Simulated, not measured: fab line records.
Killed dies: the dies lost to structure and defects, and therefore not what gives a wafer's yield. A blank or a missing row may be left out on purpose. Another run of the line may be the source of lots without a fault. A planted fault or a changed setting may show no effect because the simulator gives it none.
Check for tools in common + flow berkeley_cmos170 + Lots sampled 13, wafers sampled 42

## WHAT PROMPTED THE OPENING
1 of 13 lots carry a flag on the reading CONTACT_PSG_THK at UCB170_CONTACT_THK_MEAS_02. No-fault wafers: 701 nm, standard deviation 8.1.
Rule: flag the lot when none of its wafers has a number, or when each of its wafers that has one lies beyond 4 standard deviations from that mean. The other lots count as sound.

| lot  | measured     | on            | CONTACT_PSG_THK (nm), wafer by wafer | flag    |
|------|--------------|---------------|--------------------------------------|---------|
| L318 | day 7 00:02  | film_metro-01 | 708 712 712                          |         |
| L317 | day 7 00:03  | film_metro-02 | 692 690 695                          |         |
| L323 | day 8 01:05  | film_metro-02 | 703 701 704                          |         |
| L329 | day 8 21:14  | film_metro-04 | 689 695 696                          |         |
| L327 | day 8 22:35  | film_metro-02 | 708 711 709                          |         |
| L326 | day 8 22:35  | film_metro-04 | 712 709 713                          |         |
| L328 | day 8 22:35  | film_metro-01 | 716 712 707                          |         |
| L332 | day 10 00:29 | film_metro-02 | 688 687 690                          |         |
| L331 | day 10 03:09 | film_metro-04 | 702 698 702                          |         |
| L333 | day 10 07:13 | film_metro-01 | 705 702 706                          |         |
| L337 | day 11 05:34 | film_metro-04 | 516 514 518 516 514 518              | FLAGGED |
| L339 | day 11 05:41 | film_metro-04 | 706 707 702                          |         |
| L340 | day 11 12:44 | film_metro-04 | 715 703 703                          |         |
The numbers of the flagged lots are 516 nm on average: -185 nm against the usual, or -23 standard deviations.

## WHICH TOOL EACH LOT WENT THROUGH
2 process steps preceding the reading are held in the record, out of 331 steps in the route. Cell contents, in order: the tool; ch with the chambers the sampled wafers went through; the start.
| lot  | flag    | UCB170_NLDD_STRIP_10                 | UCB170_CONTACT_CVD_01       |
|------|---------|--------------------------------------|-----------------------------|
| L318 |         | plasma_asher-03 ch 0,1, day 6 10:06  | lpcvd-01 ch 0, day 6 22:15  |
| L317 |         | plasma_asher-03 ch 0,1, day 6 09:52  | lpcvd-01 ch 0, day 6 22:15  |
| L323 |         | plasma_asher-04 ch 0,1, day 7 11:27  | lpcvd-02 ch 0, day 7 23:17  |
| L329 |         | plasma_asher-02 ch 0,1, day 8 09:21  | lpcvd-02 ch 1, day 8 19:26  |
| L327 |         | plasma_asher-04 ch 0,1, day 8 10:10  | lpcvd-01 ch 1, day 8 20:48  |
| L326 |         | plasma_asher-03 ch 1, day 8 09:55    | lpcvd-01 ch 0, day 8 20:48  |
| L328 |         | plasma_asher-03 ch 0,1, day 8 10:24  | lpcvd-01 ch 1, day 8 20:48  |
| L332 |         | plasma_asher-02 ch 0,1, day 9 10:32  | lpcvd-02 ch 0, day 9 21:48  |
| L331 |         | plasma_asher-04 ch 0, day 9 10:59    | lpcvd-02 ch 0, day 10 00:29 |
| L333 |         | plasma_asher-04 ch 0,1, day 9 20:27  | lpcvd-02 ch 0, day 10 05:26 |
| L337 | FLAGGED | plasma_asher-02 ch 0,1, day 10 16:23 | lpcvd-02 ch 0, day 11 03:46 |
| L339 |         | plasma_asher-03 ch 0,1, day 10 15:56 | lpcvd-01 ch 1, day 11 02:57 |
| L340 |         | plasma_asher-02 ch 0,1, day 10 22:29 | lpcvd-01 ch 0, day 11 10:03 |
What is done by these steps:
- UCB170_NLDD_STRIP_10: strips in O2.
- UCB170_CONTACT_CVD_01: deposits PSG from SiH4/O2/PH3, target thk 700 nm, time 2820 s.
- UCB170_CONTACT_THK_MEAS_02

## FLAGGED AGAINST TOTAL, ONE TOOL AT A TIME (gauges that did the reading follow at the end)
| step                       | tool            | lots run | flagged | share of the flagged lots | sound lots run after its first flagged lot |
|----------------------------|-----------------|----------|---------|---------------------------|--------------------------------------------|
| UCB170_NLDD_STRIP_10       | plasma_asher-02 | 4        | 1       | all                       | 1 (L340)                                   |
| UCB170_NLDD_STRIP_10       | plasma_asher-03 | 5        | 0       | none                      | -                                          |
| UCB170_NLDD_STRIP_10       | plasma_asher-04 | 4        | 0       | none                      | -                                          |
| UCB170_CONTACT_CVD_01      | lpcvd-01        | 7        | 0       | none                      | -                                          |
| UCB170_CONTACT_CVD_01      | lpcvd-02        | 6        | 1       | all                       | 0                                          |
| UCB170_CONTACT_THK_MEAS_02 | film_metro-01   | 3        | 0       | none                      | -                                          |
| UCB170_CONTACT_THK_MEAS_02 | film_metro-02   | 4        | 0       | none                      | -                                          |
| UCB170_CONTACT_THK_MEAS_02 | film_metro-04   | 6        | 1       | all                       | 2 (L339,L340)                              |

## THE TABLE: WHAT IT ALLOWS
Rows of the table that ran every flagged lot, 3 in all: plasma_asher-02 at UCB170_NLDD_STRIP_10, lpcvd-02 at UCB170_CONTACT_CVD_01, film_metro-04 at UCB170_CONTACT_THK_MEAS_02.
- plasma_asher-02 at UCB170_NLDD_STRIP_10: 1 of its 4 lots flagged. Sound lots followed the first flagged one (L340) on it, something a lasting fault affecting the whole tool could not allow.
- lpcvd-02 at UCB170_CONTACT_CVD_01: 1 of its 6 lots flagged. A fault beginning between L333 (day 10 05:26), its last sound lot, and L337 (day 11 03:46), its first flagged one, fits the data.
- film_metro-04 at UCB170_CONTACT_THK_MEAS_02: 1 of its 6 lots flagged. Sound lots followed the first flagged one (L339, L340) on it, something a lasting fault affecting the whole tool could not allow.
lpcvd-02 at UCB170_CONTACT_CVD_01 is the single tool remaining.

## WHAT THE SIMULATOR PUT IN
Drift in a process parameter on lpcvd-02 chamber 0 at UCB170_CONTACT_CVD_01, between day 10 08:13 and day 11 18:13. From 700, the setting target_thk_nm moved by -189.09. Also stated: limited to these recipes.
Struck lots among those shown: L337. The rule given above showed the same thing.
